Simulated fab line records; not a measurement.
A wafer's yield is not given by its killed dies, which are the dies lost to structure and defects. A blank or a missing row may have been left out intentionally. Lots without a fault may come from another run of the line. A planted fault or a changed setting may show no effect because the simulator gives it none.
fab line records    flow berkeleyCmos170
record: lots: 14  wafers: 42  lastDay: 11
route steps=331 shown WELLDRIVE@57 PFIELD@80 GATE@143 PSD@182
lots untouched by any fault: they come from a run of this same line in which no faults occurred
startH: start of the lot's first displayed wafer, in hours after the record's first day    waitH: time in hours since the lot's previous step    " as in the row above    L1.1+2: a row that stands for several wafers    - no value, or no start given    * or withheld: withheld    < > ~ a bound
route shown NAME@n: NAME is a module with steps in the file, n the number in the route of the first one    usual: mean/standard deviation of fault-free wafers    same: alike in all rows    chamber/n: place in a boat    sites: readings site by site    _std_site: standard deviation of those values    _edge_site: mean of outer sites minus mean of inner sites    radiusMm: for every site, how far away it sits from the centre of the wafer    mask NAME#n: copy n    behind: the tool/chamber that last shaped the wafer    hold: what put the lot on hold/how long, in hours/how the hold closed    device: whichever transistor did not switch (one of n, p or np)    end of line: tests run on the same wafers once the route is complete    where a step has no rows: the recipe by itself    killed: count of dies lost to structure and defects at first sort (not the wafer's yield)    map: per-die view of a wafer (x killed, . not killed, _ where there is no die)
set.NAME: setting as actually run; set.NAME@STEP: the setting as run at that earlier step    model.NAME: the simulator's own value behind a step, which no gauge read
steps of the route over a sample of lots; a table a step, a row a wafer
== steps ==
step: UCB170_WELLDRIVE_THK_MEAS_02
recipe: reads: SiO2_of_WELLDRIVE_OXIDATION_01
usual: WELLDRIVE_OXIDE_THK: 198/3.4
lot.wafer  tool          chamber  startH  waitH  WELLDRIVE_OXIDE_THK[nm]
L655.1     filmMetro-03  -        60.57   0.0    195
L655.3     "             -        "       "      197
L655.6     "             -        "       "      194
L656.1     filmMetro-04  -        60.57   0.0    192
L656.2     "             -        "       "      196
L656.3     "             -        "       "      196
L657.1     filmMetro-03  -        66.47   0.0    198
L657.5     "             -        "       "      200
L657.6     "             -        "       "      199
L658.1     filmMetro-01  -        78.32   0.0    201
L658.3     "             -        "       "      198
L658.6     "             -        "       "      198
L659.1     filmMetro-03  -        78.32   0.0    198
L659.4     "             -        "       "      198
L659.5     "             -        "       "      199
L661.1     filmMetro-03  -        92.40   0.0    202
L661.3     "             -        "       "      202
L661.4     "             -        "       "      203
L665.1     filmMetro-01  -        114.56  0.1    200
L665.2     "             -        "       "      203
L665.5     "             -        "       "      200
L668.2     filmMetro-03  -        137.07  0.0    198
L668.5     "             -        "       "      196
L668.6     "             -        "       "      198
L670.1     filmMetro-04  -        152.02  0.0    201
L670.2     "             -        "       "      204
L670.5     "             -        "       "      201
L672.1     filmMetro-01  -        152.02  0.0    199
L672.3     "             -        "       "      197
L672.5     "             -        "       "      196
L673.2     filmMetro-03  -        152.03  0.0    195
L673.3     "             -        "       "      195
L673.4     "             -        "       "      195
L676.2     filmMetro-04  -        169.28  0.0    196
L676.5     "             -        "       "      195
L676.6     "             -        "       "      198
L677.2     filmMetro-03  -        169.28  0.0    198
L677.3     "             -        "       "      201
L677.6     "             -        "       "      200
L678.1     filmMetro-01  -        176.51  0.0    198
L678.2     "             -        "       "      200
L678.4     "             -        "       "      199
step: UCB170_PFIELD_COAT_01
recipe: resist: KrF  spinRpm: 1500  resistThkNm: 900
usual: chillPlateTempC: 22.99/0.11  dispensePressureKPa: 47/5.5  spinSpeedRpm: 1500.0/1
lot.wafer  tool           chamber  startH  waitH  chillPlateTempC  dispensePressureKPa  spinSpeedRpm
L655.1     lithoTrack-02  0        77.67   0.1    22.96            43                   1500.8
L655.3     "              0        "       "      22.97            43                   1499.0
L655.6     "              0        "       "      22.89            43                   1500.1
L656.1     lithoTrack-01  0        77.74   0.1    23.11            46                   1500.0
L656.2     "              0        "       "      22.93            46                   1502.6
L656.3     "              0        "       "      23.04            46                   1501.2
L657.1     lithoTrack-01  0        84.54   0.1    23.01            46                   1499.9
L657.5     "              0        "       "      23.07            46                   1500.7
L657.6     "              0        "       "      23.09            46                   1501.0
L659.1     lithoTrack-02  0        99.22   0.1    22.92            43                   1499.3
L659.4     "              0        "       "      23.02            43                   1500.2
L659.5     "              0        "       "      22.79            43                   1499.3
L658.1     lithoTrack-01  0        99.49   0.1    23.14            46                   1499.4
L658.3     "              0        "       "      22.96            46                   1498.3
L658.6     "              0        "       "      23.03            46                   1499.3
L661.1     lithoTrack-02  0        114.02  0.1    23.06            43                   1500.7
L661.3     "              0        "       "      23.04            43                   1501.3
L661.4     "              0        "       "      23.09            43                   1500.9
L665.1     lithoTrack-04  0        131.54  0.1    22.91            56                   1501.2
L665.2     "              0        "       "      22.94            56                   1500.5
L665.5     "              0        "       "      22.91            56                   1499.6
L668.2     lithoTrack-02  0        157.60  0.1    23.05            43                   1499.2
L668.5     "              0        "       "      22.99            43                   1498.5
L668.6     "              0        "       "      22.92            43                   1498.3
L670.1     lithoTrack-04  0        169.86  0.1    22.99            56                   1500.0
L670.2     "              0        "       "      22.85            56                   1499.6
L670.5     "              0        "       "      22.98            56                   1501.5
L672.1     lithoTrack-01  -        170.02  0.1    -                -                    -
L672.3     "              -        "       "      -                -                    -
L672.5     "              -        "       "      -                -                    -
L673.2     lithoTrack-02  -        170.30  0.1    -                -                    -
L673.3     "              -        "       "      -                -                    -
L673.4     "              -        "       "      -                -                    -
L676.2     lithoTrack-02  0        187.17  0.1    23.19            43                   1501.1
L676.5     "              0        "       "      23.00            43                   1500.7
L676.6     "              0        "       "      23.02            43                   1501.8
L677.2     lithoTrack-01  0        187.22  0.1    22.88            46                   1499.3
L677.3     "              0        "       "      22.88            46                   1500.8
L677.6     "              0        "       "      23.17            46                   1499.9
L678.1     lithoTrack-02  0        190.94  0.1    22.81            43                   1499.3
L678.2     "              0        "       "      22.87            43                   1499.4
L678.4     "              0        "       "      22.94            43                   1499.8
step: UCB170_PFIELD_OVL_MEAS_06
usual: PFIELD_OVL: -1/4.7
lot.wafer  tool        chamber  startH  waitH  PFIELD_OVL[nm]
L655.1     overlay-02  -        78.69   -      1
L655.3     "           -        "       "      4
L655.6     "           -        "       "      -1
L656.1     overlay-01  -        78.97   -      9
L656.2     "           -        "       "      -2
L656.3     "           -        "       "      0
L657.1     overlay-02  -        85.23   -      3
L657.5     "           -        "       "      1
L657.6     "           -        "       "      -2
L659.1     overlay-01  -        100.06  -      -4
L659.4     "           -        "       "      1
L659.5     "           -        "       "      -3
L658.1     overlay-02  -        100.61  -      -1
L658.3     "           -        "       "      5
L658.6     "           -        "       "      2
L661.1     overlay-02  -        114.87  -      1
L661.3     "           -        "       "      -5
L661.4     "           -        "       "      -1
L665.1     overlay-01  -        132.74  -      1
L665.2     "           -        "       "      -2
L665.5     "           -        "       "      2
L668.2     overlay-01  -        159.06  -      -10
L668.5     "           -        "       "      -4
L668.6     "           -        "       "      -2
L670.1     overlay-02  -        170.88  -      6
L670.2     "           -        "       "      5
L670.5     "           -        "       "      10
L672.1     overlay-02  -        171.15  -      -
L672.3     "           -        "       "      -
L672.5     "           -        "       "      -
L673.2     overlay-01  -        171.43  -      -
L673.3     "           -        "       "      -
L673.4     "           -        "       "      -
L676.2     overlay-02  -        187.84  -      -2
L676.5     "           -        "       "      -2
L676.6     "           -        "       "      -1
L677.2     overlay-02  -        188.12  -      -5
L677.3     "           -        "       "      -4
L677.6     "           -        "       "      0
L678.1     overlay-01  -        191.80  -      -5
L678.2     "           -        "       "      -12
L678.4     "           -        "       "      -5
step: UCB170_GATE_CD_MEAS_90
recipe: targetCdNm: 350
usual: cdNm: 349.9/1.7
lot.wafer  tool      chamber  startH  waitH  cdNm
L656.1     cdSem-01  -        124.65  0.1    348.6
L656.2     "         -        "       "      348.0
L656.3     "         -        "       "      347.9
L655.1     cdSem-02  -        125.01  0.1    348.8
L655.3     "         -        "       "      347.3
L655.6     "         -        "       "      348.3
L657.1     cdSem-01  -        134.65  0.1    346.8
L657.5     "         -        "       "      348.1
L657.6     "         -        "       "      349.5
L658.1     cdSem-01  -        147.08  0.1    346.8
L658.3     "         -        "       "      348.0
L658.6     "         -        "       "      347.9
L659.1     cdSem-02  -        147.32  0.1    348.9
L659.4     "         -        "       "      350.9
L659.5     "         -        "       "      348.6
L661.1     cdSem-02  -        162.23  0.1    350.6
L661.3     "         -        "       "      348.3
L661.4     "         -        "       "      349.8
L665.1     cdSem-01  -        176.31  0.1    351.9
L665.2     "         -        "       "      352.7
L665.5     "         -        "       "      352.2
L668.2     cdSem-01  -        200.81  0.1    348.7
L668.5     "         -        "       "      349.7
L668.6     "         -        "       "      349.5
L672.1     cdSem-01  -        208.55  0.1    351.1
L672.3     "         -        "       "      349.7
L672.5     "         -        "       "      349.2
L673.2     cdSem-02  -        208.81  0.1    349.0
L673.3     "         -        "       "      347.8
L673.4     "         -        "       "      349.1
L670.1     cdSem-01  -        209.27  0.1    349.5
L670.2     "         -        "       "      349.3
L670.5     "         -        "       "      349.4
L677.2     cdSem-01  -        226.39  0.1    351.9
L677.3     "         -        "       "      350.9
L677.6     "         -        "       "      347.0
L678.1     cdSem-02  -        226.60  0.1    353.5
L678.2     "         -        "       "      353.4
L678.4     "         -        "       "      353.6
L676.2     cdSem-01  -        226.70  0.1    349.6
L676.5     "         -        "       "      350.5
L676.6     "         -        "       "      351.3
step: UCB170_PSD_OVL_MEAS_07
usual: PSD_OVL: -5/4.6
lot.wafer  tool        chamber  startH  waitH  PSD_OVL[nm]
L656.1     overlay-01  -        135.73  0.1    -3
L656.2     "           -        "       "      -6
L656.3     "           -        "       "      -7
L655.1     overlay-02  -        136.03  0.1    -5
L655.3     "           -        "       "      -1
L655.6     "           -        "       "      -6
L657.1     overlay-01  -        146.16  0.1    -3
L657.5     "           -        "       "      -3
L657.6     "           -        "       "      -13
L658.1     overlay-02  -        157.30  0.1    -7
L658.3     "           -        "       "      -6
L658.6     "           -        "       "      -6
L659.1     overlay-01  -        157.55  0.1    -13
L659.4     "           -        "       "      -7
L659.5     "           -        "       "      -10
L661.1     overlay-02  -        171.94  0.1    1
L661.3     "           -        "       "      -1
L661.4     "           -        "       "      -4
L665.1     overlay-02  -        184.76  0.1    2
L665.2     "           -        "       "      -1
L665.5     "           -        "       "      -1
L668.2     overlay-02  -        213.90  0.1    1
L668.5     "           -        "       "      -2
L668.6     "           -        "       "      -10
L672.1     overlay-02  -        218.50  0.1    -11
L672.3     "           -        "       "      -2
L672.5     "           -        "       "      -10
L673.2     overlay-01  -        218.63  0.1    -5
L673.3     "           -        "       "      -9
L673.4     "           -        "       "      -3
L670.1     overlay-02  -        221.64  0.1    -5
L670.2     "           -        "       "      -6
L670.5     "           -        "       "      -5
L677.2     overlay-02  -        236.66  0.1    -20
L677.3     "           -        "       "      -9
L677.6     "           -        "       "      -7
L678.1     overlay-01  -        236.93  0.1    -10
L678.2     "           -        "       "      -8
L678.4     "           -        "       "      -8
L676.2     overlay-02  -        237.10  0.1    4
L676.5     "           -        "       "      -3
L676.6     "           -        "       "      -2
== key ==
firstSign: step: UCB170_PFIELD_COAT_01  reading: toolRecord  direction: missing
effect: step: UCB170_PFIELD_OVL_MEAS_06  reading: PFIELD_OVL  direction: missing
metAt UCB170_PFIELD_COAT_01
struckLots L672,L673
sortLeftOut L672.1,L672.3,L672.5,L673.2,L673.3,L673.4
testerLeftOut L672,L673
notActingAt UCB170_WELLDRIVE_THK_MEAS_02,UCB170_GATE_CD_MEAS_90,UCB170_PSD_OVL_MEAS_07
onsetBetween 157.60 170.02
fault: kind: skippedStepWhole  tool: lithoTrack-01,lithoTrack-02  chamber: -  onsetH: 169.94  steps: UCB170_PFIELD_COAT_01  scope: struckLotsOnly
testerLeftOut: of these lots the tester's yield and bins aren't shown, on N5 and GAA mostly nor the transistor test; their killed dies are dies lost to structure and defects alone, not to doping, threshold or leakage, so they don't give the yield
sortLeftOut: the simulated sort isn't trusted on such a fault, so these wafers' sort isn't shown, and their yield isn't known
